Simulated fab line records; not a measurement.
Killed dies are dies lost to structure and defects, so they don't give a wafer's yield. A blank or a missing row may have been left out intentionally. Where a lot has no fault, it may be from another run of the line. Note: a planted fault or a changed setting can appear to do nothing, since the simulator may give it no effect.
fab line records	flow ritCmos
record: lots: 6	wafers: 18	lastDay: 7
route steps=202 shown M1@184
lots that met no fault: taken from a fault-free run of the same line
startH: hours from the record's opening day to when the first of the lot's shown wafers began	waitH: how many hours have passed since the lot's step before this one	" repeats the value in the row above	L1.1+2: a row that stands for several wafers	- either no value or no given start	* or withheld: withheld	< > ~ a bound
route shown NAME@n: names a module that has steps shown in the file, with the first one's number in the route	usual: the fault-free wafers' mean and standard deviation	same: alike in all rows	chamber/n: place in a boat	sites: readings site by site	_std_site: standard deviation across them	_edge_site: mean of outer sites minus mean of inner sites	radiusMm: how far each site lies from the wafer's centre	mask NAME#n: copy n	behind: tool/chamber where the wafer was last shaped	hold: cause of the lot's hold/its duration in hours/its outcome	device: the transistor (n, p or np) that didn't switch	end of line: the route-end tests of the same wafers	where a step has no rows: the recipe by itself	killed: dies lost to structure and defects at the first sort, not the wafer's yield	map: a wafer's dies, marking killed ones x, the rest . and places with no die _
set.NAME: setting as actually run; set.NAME@STEP: the setting as run at that earlier step	model.NAME: the simulator's own value behind a step, which no gauge read
lots at selected steps of the route; one table per step, one row per wafer
services: from which hour (startH, from the record's first day; less than 0 if before it) a tool's chamber was out of use, for how many hours, and why
== steps ==
step: RIT_M1_SPUTTER_00
recipe: material: Al	targetThkNm: 400	powerW: 2000	chamberPressurePa: 0.4	gas: Ar	timeS: 500	substrateTempC: 25
usual: chamberPressurePa: 0.3999/0.00077	throttleValvePct: 29.8/0.97
same: timeS: 500
lot.wafer	tool	chamber	startH	waitH	chamberPressurePa	throttleValvePct
L869.2	pvdSputter-01	-	81.66	0.0	0.3990	29.1
L869.5	"	-	"	"	0.4006	30.0
L869.6	"	-	"	"	0.3996	29.0
L876.3	pvdSputter-02	-	123.90	0.0	0.3996	29.4
L876.4	"	-	"	"	0.3996	28.5
L876.5	"	-	"	"	0.4001	29.1
L880.2	pvdSputter-03	-	142.92	0.0	0.4008	29.6
L880.4	"	-	"	"	0.3997	32.1
L880.6	"	-	"	"	0.4007	30.1
L882.1	pvdSputter-02	-	151.27	0.0	0.3994	28.6
L882.3	"	-	"	"	0.3995	29.9
L882.4	"	-	"	"	0.3993	29.7
L886.3	pvdSputter-02	-	166.70	0.0	0.3995	29.1
L886.5	"	-	"	"	0.3989	28.4
L886.6	"	-	"	"	0.4004	29.2
L887.1	pvdSputter-03	-	171.41	0.0	0.3998	30.2
L887.2	"	-	"	"	0.3983	29.5
L887.3	"	-	"	"	0.4001	32.4
step: RIT_M1_RS_MEAS_01
recipe: thkMeasGauge: four-point-probe	reads: Al_of_M1_SPUTTER_00
usual: M1_AL_RS: 0.0735/0.00095
lot.wafer	tool	chamber	startH	waitH	M1_AL_RS[ohm/sq]
L869.2	filmMetro-04	-	81.98	0.2	0.0748
L869.5	"	-	"	"	0.0747
L869.6	"	-	"	"	0.0744
L876.3	filmMetro-04	-	124.23	0.2	0.0712
L876.4	"	-	"	"	0.0728
L876.5	"	-	"	"	0.0723
L880.2	filmMetro-04	-	143.24	0.2	0.0729
L880.4	"	-	"	"	0.0729
L880.6	"	-	"	"	0.0740
L882.1	filmMetro-04	-	151.57	0.1	0.0739
L882.3	"	-	"	"	0.0718
L882.4	"	-	"	"	0.0737
L886.3	filmMetro-01	-	167.03	0.2	0.0741
L886.5	"	-	"	"	0.0741
L886.6	"	-	"	"	0.0730
L887.1	filmMetro-04	-	171.71	0.1	0.0749
L887.2	"	-	"	"	0.0736
L887.3	"	-	"	"	0.0726
step: RIT_M1_THK_MEAS_02
recipe: thkMeasGauge: xrf	reads: Al_of_M1_SPUTTER_00
usual: M1_AL_THK: 389/5.2
lot.wafer	tool	chamber	startH	waitH	M1_AL_THK[nm]
L869.2	filmMetro-04	-	82.09	0.1	383
L869.5	"	-	"	"	381
L869.6	"	-	"	"	386
L876.3	filmMetro-04	-	124.33	0.1	403
L876.4	"	-	"	"	396
L876.5	"	-	"	"	395
L880.2	filmMetro-04	-	143.35	0.1	395
L880.4	"	-	"	"	392
L880.6	"	-	"	"	388
L882.1	filmMetro-04	-	151.69	0.1	382
L882.3	"	-	"	"	395
L882.4	"	-	"	"	387
L886.3	filmMetro-01	-	167.13	0.1	386
L886.5	"	-	"	"	386
L886.6	"	-	"	"	391
L887.1	filmMetro-04	-	171.83	0.1	384
L887.2	"	-	"	"	389
L887.3	"	-	"	"	396
step: RIT_M1_HMDS_03
recipe: primeTimeS: 60	primeTempC: 140
step: RIT_M1_COAT_04
recipe: resist: NOVOLAK	spinRpm: 2000	resistThkNm: 1283
step: RIT_M1_SOFTBAKE_05
recipe: resist: NOVOLAK	tempC: 90	timeS: 60
step: RIT_M1_EXPOSE_06
recipe: maskId: M12	na: 0.6	sourceShape: conventional	sigmaOuter: 0.5	targetCdNm: 2600	doseMj: 248.4
step: RIT_M1_PEB_07
recipe: resist: NOVOLAK	tempC: withheld	timeS: withheld
step: RIT_M1_DEVELOP_08
recipe: resist: NOVOLAK	developTimeS: 68	devTempC: 23
step: RIT_M1_CD_MEAS_09
recipe: targetCdNm: 2600
usual: cdNm: 2599.4/1.7
lot.wafer	tool	chamber	startH	waitH	cdNm
L869.2	cdSem-01	-	83.08	-	2599.1
L869.5	"	-	"	"	2596.3
L869.6	"	-	"	"	2598.2
L876.3	cdSem-02	-	125.61	-	2601.8
L876.4	"	-	"	"	2598.5
L876.5	"	-	"	"	2599.5
L880.2	cdSem-01	-	144.30	-	2598.6
L880.4	"	-	"	"	2602.1
L880.6	"	-	"	"	2599.1
L882.1	cdSem-01	-	152.75	-	2601.3
L882.3	"	-	"	"	2598.8
L882.4	"	-	"	"	2598.2
L886.3	cdSem-01	-	168.09	-	2596.5
L886.5	"	-	"	"	2596.8
L886.6	"	-	"	"	2596.2
L887.1	cdSem-01	-	172.89	-	2596.4
L887.2	"	-	"	"	2598.3
L887.3	"	-	"	"	2600.5
step: RIT_M1_OVL_MEAS_10
usual: M1_OVL: -0.4/1.4
lot.wafer	tool	chamber	startH	waitH	M1_OVL[nm]
L869.2	overlay-02	-	83.18	0.1	1.6
L869.5	"	-	"	"	0.4
L869.6	"	-	"	"	0.1
L876.3	overlay-01	-	125.70	0.1	-3.3
L876.4	"	-	"	"	-3.4
L876.5	"	-	"	"	-1.8
L880.2	overlay-02	-	144.40	0.1	-0.4
L880.4	"	-	"	"	-0.2
L880.6	"	-	"	"	-1.9
L882.1	overlay-01	-	152.87	0.1	-2.4
L882.3	"	-	"	"	0.8
L882.4	"	-	"	"	-0.1
L886.3	overlay-01	-	168.19	0.1	-1.2
L886.5	"	-	"	"	0.5
L886.6	"	-	"	"	-1.2
L887.1	overlay-02	-	173.01	0.1	2.7
L887.2	"	-	"	"	2.1
L887.3	"	-	"	"	1.2
step: RIT_M1_HARDBAKE_11
recipe: resist: NOVOLAK	tempC: 140	timeS: 120
step: RIT_M1_METAL_ETCH_12
recipe: stopOn: SiO2	chemistry: Cl2/BCl3	target: Al	timeS: 165	overEtchFrac: 0.5	pressureMtorr: 100	targetDepthA: 6000	rfW: 250	Cl2_flow_sccm: 60	bcl3FlowSccm: 50
usual: chamberPressureMTorr: 100.00/0.091	drypumpMotorCurrentA: 5.71/0.19	oesProductAu: 0.778/0.011	runLengthS: 193.6/0.37	throttleValvePct: 8.27/0.14
lot.wafer	tool	chamber	startH	waitH	chamberPressureMTorr	drypumpMotorCurrentA	oesProductAu	rfHoursCounterH	runLengthS	throttleValvePct	model.NOVOLAK_of_M1_COAT_04.thkNm	model.M1.featureDepthNm	model.SiO2_of_CONTACT_CVD_00.thkNm
L869.2	rieMetal-01	0	83.55	0.2	99.97	5.68	0.777	4	193.6	8.31	785.5	424.8	362.2
L869.5	"	0	"	"	99.97	5.69	0.780	-	193.7	8.30	785.1	425	365.9
L869.6	"	1	"	"	100.08	5.78	0.758	-	194.1	8.08	798.1	425.3	376.5
L876.3	rieMetal-03	1	126.03	0.2	100.04	5.41	0.795	-	193.8	8.37	807.7	442.8	365.5
L876.4	"	0	"	"	99.98	5.67	0.785	-	193.1	8.07	776.7	436.1	364.2
L876.5	"	1	"	"	100.08	5.40	0.796	-	193.8	8.35	806	436.3	372.7
L880.2	rieMetal-01	1	144.68	0.2	100.00	5.81	0.963	5	152.5	8.05	880.5	425.7	369.9
L880.4	"	1	"	"	100.04	5.81	0.966	-	152.3	8.06	879.3	424.8	378.1
L880.6	"	1	"	"	99.99	5.81	0.966	-	152.5	8.04	878.1	420.3	375.6
L882.1	rieMetal-01	0	153.35	0.2	100.00	5.70	1.015	5	152.1	8.25	873.5	420.3	366.8
L882.3	"	1	"	"	100.25	5.82	0.958	-	152.3	8.05	887.3	431	361
L882.4	"	0	"	"	100.21	5.69	1.019	-	152.3	8.25	875.2	421.9	375.1
L886.3	rieMetal-04	1	168.51	0.2	99.96	5.99	0.779	-	193.5	8.37	798.7	427.7	360.2
L886.5	"	1	"	"	99.98	6.00	0.778	-	193.7	8.35	798.3	427.7	362.1
L886.6	"	0	"	"	99.91	5.85	0.800	-	193.3	8.45	781.7	435.1	361.8
L887.1	rieMetal-03	1	173.30	0.2	99.97	5.43	0.770	2	194.0	8.37	805.7	423	361.4
L887.2	"	1	"	"	100.01	5.43	0.780	-	193.8	8.36	810.8	429.2	367
L887.3	"	1	"	"	100.08	5.42	0.790	-	193.9	8.37	810.1	435.2	363.9
step: RIT_M1_STRIP_13
recipe: chemistry: nmp	resist: NOVOLAK	tempC: 80	timeS: 600	dry: n2Spin
step: RIT_M1_PROBE_99
usual: defectLimitedYield: 97.4/1.1	killed_at_M0_to_M3: 0.0/0.2	killedAtFrontEnd: 6.8/2.9	killedDies: 6.8/2.9	killedOpen: 3.3/1.9	killedShort: 3.5/2
same: grossDies: 264	killed_at_M4_up: 0	killedAtBackSide: 0	killedAtContacts: 0	killedAtOther: 0
lot.wafer	tool	chamber	startH	waitH	defectLimitedYield[%]	killed_at_M0_to_M3	killedAtFrontEnd	killedDies	killedOpen	killedShort	model.etest.tester.sortNPass	model.etest.tester.sortYieldPct	model.etest.m1CombOverSteps.leakLog10AUm	model.etest.ring.quietLog10A	model.etest.antennaM1.vtShiftV
L869.2	prober-02	-	87.85	0.1	97.7	0	6	6	5	1	258	97.73	-12.8	-7.687	-0.009857
L869.5	prober-02	-	88.00	0.2	97.3	0	7	7	3	4	257	97.35	-12.76	-7.805	-0.01808
L869.6	prober-02	-	88.05	0.2	97.0	0	8	8	5	3	256	96.97	-12.76	-7.72	-0.01557
L876.3	prober-01	-	129.64	0.2	98.9	0	3	3	1	2	261	98.86	-12.68	-7.038	-0.00798
L876.4	prober-01	-	129.69	0.2	95.8	0	11	11	5	5	253	95.83	-12.76	-7.3	-0.01273
L876.5	prober-01	-	129.74	0.2	97.0	0	8	8	5	3	256	96.97	-12.83	-7.287	-0.009295
L880.2	prober-01	-	147.07	0.1	98.5	0	4	4	0	4	0	0	-6.917	-4.981	-0.006165
L880.4	prober-01	-	147.17	0.2	98.1	0	5	5	3	2	0	0	-6.831	-4.95	-0.003798
L880.6	prober-01	-	147.27	0.2	96.6	0	9	9	5	4	0	0	-8.016	-6.07	-0.004164
L882.1	prober-01	-	155.62	0.1	95.5	0	12	12	6	6	88	33.33	-9.66	-7.256	-0.003699
L882.3	prober-01	-	155.72	0.2	97.0	2	6	8	4	2	0	0	-4.893	-3.055	-6.307e-05
L882.4	prober-01	-	155.77	0.2	97.3	0	7	7	1	6	55	20.83	-9.564	-7.471	-0.005353
L886.3	prober-01	-	172.08	0.2	95.8	0	11	11	3	8	253	95.83	-12.97	-7.688	-0.007578
L886.5	prober-01	-	172.18	0.2	96.2	0	10	10	4	6	254	96.21	-12.74	-7.749	-0.007762
L886.6	prober-01	-	172.23	0.2	98.1	0	5	5	4	1	259	98.11	-12.88	-8.061	-0.006766
L887.1	prober-02	-	175.71	0.1	98.9	0	3	3	2	1	261	98.86	-12.81	-7.62	-0.01242
L887.2	prober-02	-	175.76	0.1	97.3	0	7	7	2	5	257	97.35	-12.82	-7.787	-0.006311
L887.3	prober-02	-	175.81	0.2	98.9	0	3	3	1	2	261	98.86	-12.83	-7.527	-0.01073
killed by level:class
L869.2 GATE:geometricParticle:open=5 GATE:geometricParticle:short=1
L869.5 GATE:geometricParticle:short=3 GATE:geometricParticle:open=2 FOX2:geometricParticle:short=1 SILICIDE:geometricParticle:open=1
L869.6 SILICIDE:geometricParticle:open=2 SILICIDE:geometricParticle:short=2 FOX1:geometricParticle:short=1 FOX1:geometricParticle:open=1 REOX:geometricParticle:open=1 SPACER:geometricParticle:open=1
L876.3 FOX1:geometricParticle:short=1 FOX2:geometricParticle:open=1 REOX:geometricParticle:short=1
L876.4 GATE:geometricParticle:open=4 GATE:geometricParticle:short=2 FOX1:geometricParticle:short=1 SPACER:geometricParticle:short=1 SILICIDE:geometricParticle:short=1 SILICIDE:geometricParticle:open=1 PRETRO:coatMicrobubblePrinted=1
L876.5 SPACER:geometricParticle:open=2 FOX1:geometricParticle:short=1 GATE:geometricParticle:open=1 GATE:geometricParticle:short=1 REOX:geometricParticle:open=1 SPACER:geometricParticle:short=1 SILICIDE:geometricParticle:open=1
L880.2 FOX2:geometricParticle:short=1 GATE:geometricParticle:short=1 SPACER:geometricParticle:short=1 SILICIDE:geometricParticle:short=1
L880.4 FOX1:geometricParticle:short=1 FOX1:geometricParticle:open=1 GATE:geometricParticle:open=1 SPACER:geometricParticle:short=1 SILICIDE:geometricParticle:open=1
L880.6 SPACER:geometricParticle:open=2 FOX1:geometricParticle:open=1 FOX2:geometricParticle:short=1 REOX:geometricParticle:open=1 SPACER:geometricParticle:short=1 SILICIDE:geometricParticle:open=1 SILICIDE:geometricParticle:short=1 STARTING-WAFER:geometricParticle:short=1
L882.1 GATE:geometricParticle:short=4 GATE:geometricParticle:open=3 FOX1:geometricParticle:open=1 FOX1:geometricParticle:short=1 FOX2:geometricParticle:open=1 SPACER:geometricParticle:short=1 SILICIDE:geometricParticle:open=1
L882.3 SPACER:geometricParticle:open=2 M1:areaEtch=2 FOX1:geometricParticle:open=1 GATE:geometricParticle:short=1 GATE:geometricParticle:open=1 SILICIDE:geometricParticle:short=1
L882.4 GATE:geometricParticle:short=3 SILICIDE:geometricParticle:short=2 FOX2:geometricParticle:open=1 SPACER:geometricParticle:short=1
L886.3 FOX1:geometricParticle:short=3 GATE:geometricParticle:open=2 GATE:geometricParticle:short=2 FOX2:geometricParticle:short=1 REOX:geometricParticle:open=1 REOX:geometricParticle:short=1 SPACER:geometricParticle:short=1
L886.5 FOX1:geometricParticle:short=2 GATE:geometricParticle:short=2 SPACER:geometricParticle:open=2 FOX1:geometricParticle:open=1 REOX:geometricParticle:short=1 REOX:geometricParticle:open=1 SPACER:geometricParticle:short=1
L886.6 GATE:geometricParticle:open=3 FOX1:geometricParticle:open=1 REOX:geometricParticle:short=1
L887.1 FOX1:geometricParticle:open=1 REOX:geometricParticle:short=1 REOX:geometricParticle:open=1
L887.2 REOX:geometricParticle:short=2 ACTIVE:geometricParticle:open=1 FOX1:geometricParticle:short=1 FOX2:geometricParticle:open=1 FOX2:geometricParticle:short=1 GATE:geometricParticle:short=1
L887.3 GATE:geometricParticle:short=1 SILICIDE:geometricParticle:open=1 SILICIDE:geometricParticle:short=1
== services ==
tool	chamber	startH	hours	kind
rieMetal-03	-	59.71	0.1	repair
rieMetal-04	-	62.08	2.8	pm
pvdSputter-03	-	65.36	24.6	repair
rieMetal-04	-	81.64	0.5	repair
pvdSputter-02	-	84.48	2.0	repair
rieMetal-03	-	92.03	0.5	repair
pvdSputter-01	-	107.90	4.5	repair
rieMetal-04	-	136.12	20.0	pm
rieMetal-04	0	136.12	20.0	ventCycle
rieMetal-04	1	136.12	20.0	ventCycle
pvdSputter-01	-	138.30	9.8	repair
pvdSputter-02	-	155.98	2.3	repair
rieMetal-04	0	156.12	-	clean
rieMetal-04	1	156.12	-	clean
rieMetal-03	0	166.59	6.9	repair
== key ==
firstSign: step: RIT_M1_METAL_ETCH_12	reading: runLengthS	direction: down	sigmas: 99+	usual: *	struck: *
effect: step: RIT_M1_METAL_ETCH_12	reading: oesProductAu	direction: up	sigmas: 18	usual: 0.778	struck: 0.981
modelEffect: step: RIT_M1_METAL_ETCH_12	value: NOVOLAK_of_M1_COAT_04.thkNm	without: 798.4	struck: 879
modelEffect: step: RIT_M1_PROBE_99	value: etest.tester.sortNPass	without: 256.8	struck: 23.83
metAt RIT_M1_METAL_ETCH_12
struckWafers L880.2,L880.4,L880.6,L882.1,L882.3,L882.4
onsetBetween 83.55 144.68
fault: kind: processParameterDrift	tool: rieMetal-01	chamber: -	onsetH: 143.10	steps: RIT_M1_METAL_ETCH_12	channel: timeS	offset: *	shape: step	endH: 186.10	stated: *
